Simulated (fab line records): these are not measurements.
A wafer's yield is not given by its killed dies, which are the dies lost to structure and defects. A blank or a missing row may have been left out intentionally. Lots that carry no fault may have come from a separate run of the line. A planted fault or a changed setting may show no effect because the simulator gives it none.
Matching of chambers ; flow berkeley_cmos170 ; rie_diel-04 running UCB170_M2_ETCH_17: 4 sister chambers
The step etches BARC in N2/H2. 14 wafers are shown with their chamber, then 7 later ones without.

## EACH WAFER AND ITS CHAMBER
wafer;chamber;throttle_valve_pct (%);drypump_motor_current_A (A);oes_product_au (a.u.)
L578.2;0;13.52;6.2;0.979
L578.3;2;13.26;5.2;1.005
L578.4;1;13.08;5.3;0.994
L580.1;3;12.88;6.0;1.001
L580.3;0;13.51;6.2;0.986
L580.5;2;13.26;5.1;1.015
L582.1;1;13.07;5.2;0.991
L582.3;3;12.88;6.1;0.998
L582.5;2;13.25;5.1;1.006
L584.2;2;13.26;5.1;1.008
L584.3;1;13.06;5.3;0.997
L584.6;0;13.52;6.2;0.983
L592.1;1;13.07;5.3;0.999
L592.3;2;13.25;5.1;1.015

SIGNATURES (means of the wafers above)
reading;chamber 0;chamber 1;chamber 2;chamber 3;scatter within a chamber
throttle_valve_pct;13.5167;13.0700;13.2560;12.8800;0.00622
drypump_motor_current_A;6.200;5.275;5.120;6.050;0.0453
oes_product_au;0.98267;0.99525;1.00980;0.99950;0.00401
Rule: a wafer's distance from a chamber is the root of the sum, over the readings, of the square of ((its reading less the chamber's mean) divided by the reading's scatter). If the next closest chamber is less than 2 further off than the closest, the wafer can't be placed; otherwise it belongs to the closest. The scatter: take each reading less its chamber's mean, square it, sum over the shown wafers, divide by the number of wafers less the number of chambers, and take the root.

## WAFERS WITHOUT THEIR CHAMBER
wafer;throttle_valve_pct (%);drypump_motor_current_A (A);oes_product_au (a.u.)
L592.5;13.08;5.3;1.002
L589.1;13.26;5.2;1.006
L589.4;13.53;6.2;0.988
L589.5;12.87;6.0;1.005
L599.2;13.26;5.2;1.010
L599.3;13.08;5.3;0.988
L599.5;13.07;5.3;1.006

## WHICH CHAMBER EACH ONE RAN IN
wafer;from the rows above;in truth
L592.5;1;1
L589.1;2;2
L589.4;0;0
L589.5;3;3
L599.2;2;2
L599.3;1;1
L599.5;1;1
Correct placement for 7 of the 7. From these rows, 0 cannot be placed. Wrongly placed: 0.
